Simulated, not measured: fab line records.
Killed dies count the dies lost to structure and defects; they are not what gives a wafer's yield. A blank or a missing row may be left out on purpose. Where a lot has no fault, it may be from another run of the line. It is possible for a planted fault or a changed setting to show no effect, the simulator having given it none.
A struck lot beside a sound one | flow rit_cmos | 18 out of 202 route steps
Sound: these wafers, L243.2, L243.4, L243.5. Wafers L255.2, L255.4, L255.6 were the ones struck. The cause comes at the end.
Each step with rows lists, per side, the tool, then ch with its chambers, then its first start. Under that, the readings that differ: sound wafers | struck wafers | difference of the means | sigmas: that difference in standard deviations of wafers without a fault.
alike: same words and numbers on both sides, and readings whose means sit less than 2 such deviations apart. not compared: any withheld reading, any reading some wafer has no value for, any bound like >300 that may hide the same value, and any number with overlapping values for which the record gives no deviation.
Wherever a step has rows on one side only, a row that says differs or no value, or a row with sigmas, the two part there. Non-overlapping numbers with no deviation appear without sigmas and do not part them. Lack of a reading on every wafer of one side parts them only where that side has two or more wafers.

first, 4 steps without rows for these wafers: RIT_NSD_SOFTBAKE_02 (time 60 s); RIT_NSD_EXPOSE_03 (exposes mask M9, target cd 40700 nm); RIT_NSD_PEB_04; RIT_NSD_DEVELOP_05 (develop time 50 s).
RIT_NSD_OVL_MEAS_06:
  sound on overlay-01 at day 3 08:17; struck on overlay-02 at day 6 03:05
  alike: NSD_OVL
then, 2 steps without rows for these wafers: RIT_NSD_HARDBAKE_07 (time 60 s); RIT_NSD_IMPLANT_08.
RIT_NSD_STRIP_09: strips in O2, time 180 s.
  sound on plasma_asher-04 ch 0,1, day 3 08:37; struck on plasma_asher-04 ch 0,1, day 6 03:25
  alike: drypump_motor_current_A
  not compared: rf_hours_counter_h
RIT_NSD_TW_MEAS_10:
  sound on film_metro-03 at day 3 08:49; struck on film_metro-04 at day 6 03:36
  alike: NSD_TW
then, 3 steps without rows for these wafers: RIT_PSD_HMDS_00 (prime time 60 s); RIT_PSD_COAT_01 (resist thk 1000 nm); RIT_PSD_SOFTBAKE_02 (time 60 s).
RIT_PSD_EXPOSE_03: exposes mask M10, target cd 40900 nm.
  sound on iline_stepper-02 ch 0, day 3 09:24; struck on iline_stepper-02 ch 0, day 6 04:14
  reading                     | sound                   | struck               | difference | sigmas
  model.PSD.overlay_x_nm (nm) | -0.8806 -0.8806 -0.8806 | -149.2 -149.2 -149.2 | -148.3     |
  alike: mask, focus_offset_nm
then, 2 steps without rows for these wafers: RIT_PSD_PEB_04; RIT_PSD_DEVELOP_05 (develop time 50 s).
RIT_PSD_OVL_MEAS_06:
  sound on overlay-02 at day 3 09:47; struck on overlay-01 at day 6 04:39
  reading      | sound          | struck               | difference | sigmas
  PSD_OVL (nm) | -0.7 -2.0 -0.8 | -148.1 -147.8 -149.2 | -147.2     | -99 or more
then, 1 step without rows for these wafers: RIT_PSD_HARDBAKE_07 (time 60 s).
RIT_M1_PROBE_99:
  sound on prober-01 at day 3 18:13; struck on prober-01 at day 6 13:47
  reading                                                 | sound              | struck               | difference | sigmas
  killed_at_front_end                                     | 7 10 7             | 2 3 2                | -6         | -2
  killed_dies                                             | 7 10 7             | 2 3 2                | -6         | -2
  model.etest.select_edge_diode_p.leak_log10_a (angstrom) | -10.36 -10.4 -10.3 | -9.203 -9.374 -9.384 | +1.033     |
  alike: killed_at_contacts, killed_on_rim, killed_open, killed_short

WHERE THEY PART
First at RIT_PSD_OVL_MEAS_06; last, within this record, at RIT_M1_PROBE_99.

WHY: whatever the simulator had introduced
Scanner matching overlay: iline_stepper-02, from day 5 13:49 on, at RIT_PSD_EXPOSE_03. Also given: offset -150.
